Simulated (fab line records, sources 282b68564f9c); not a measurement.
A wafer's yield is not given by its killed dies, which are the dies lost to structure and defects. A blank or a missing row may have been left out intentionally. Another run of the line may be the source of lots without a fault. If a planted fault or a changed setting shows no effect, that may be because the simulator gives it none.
Which tool is to blame?	flow rit-cmos	7 lots, 21 wafers sampled, at 2 steps of a route of 202

== WHAT THE GAUGES READ, wafer by wafer ==
RIT_PRETRO_TW_MEAS_10.
lot	measured	on	PRETRO_TW
L883	day 2 23:08	film-metro-02	480 481 479
L886	day 3 12:41	film-metro-01	475 477 478
L888	day 3 19:53	film-metro-02	478 480 477
L891	day 4 13:20	film-metro-02	478 478 475
L895	day 5 07:34	film-metro-01	497 491 497 494 496 497
L898	day 5 22:01	film-metro-01	475 476 476
L904	day 7 05:23	film-metro-01	473 473 473

== EACH LOT AND THE TOOL THAT RAN IT (in order: tool; ch and the chambers of the sampled wafers; start) ==
lot	RIT_PRETRO_IMPLANT_08
L883	implanter-04 ch 0, day 2 22:49
L886	implanter-02 ch 0, day 3 12:22
L888	implanter-03 ch 0, day 3 19:34
L891	implanter-04 ch 0, day 4 13:01
L895	implanter-04 ch 0, day 5 07:16
L898	implanter-03 ch 0, day 5 21:36
L904	implanter-03 ch 0, day 7 05:04
- RIT_PRETRO_IMPLANT_08

== THE ANSWER, worked out from the rows above alone ==
Rule: the usual values come from the lots themselves. The widest of any qualifying gaps counts: lots, ordered by their means at a reading, are off when they make up no more than a third of the lots, leave a main group of 4 or more, and stand apart from it by 3 or more times the standard deviation of that group's means. If all means in a main group match to the digits the tables above print for the reading, that group is not used. Also off: a lot with no number at a reading for which 4 or more lots have one. Any other lot the step has rows for is counted as sound.
Off: at RIT_PRETRO_TW_MEAS_10 (PRETRO_TW), L895. Main group: mean 477, sd 2.2.
A tool fits if, at a process step before that reading, it ran every lot that is off, and no sound lot after the first of them. Those tools and the gauges at RIT_PRETRO_TW_MEAS_10 are tried in the same way. One fits: implanter-04 at RIT_PRETRO_IMPLANT_08. A fault onset in the window from L891 (day 4 13:01, its last sound lot) to L895 (day 5 07:16, its first lot off) fits.

== WHAT THE SIMULATOR HAD PUT IN ==
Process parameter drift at RIT_PRETRO_IMPLANT_08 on implanter-04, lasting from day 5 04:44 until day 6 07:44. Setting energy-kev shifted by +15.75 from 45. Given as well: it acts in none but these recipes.
Shown lots that were struck: L895. Same finding as the rule above.
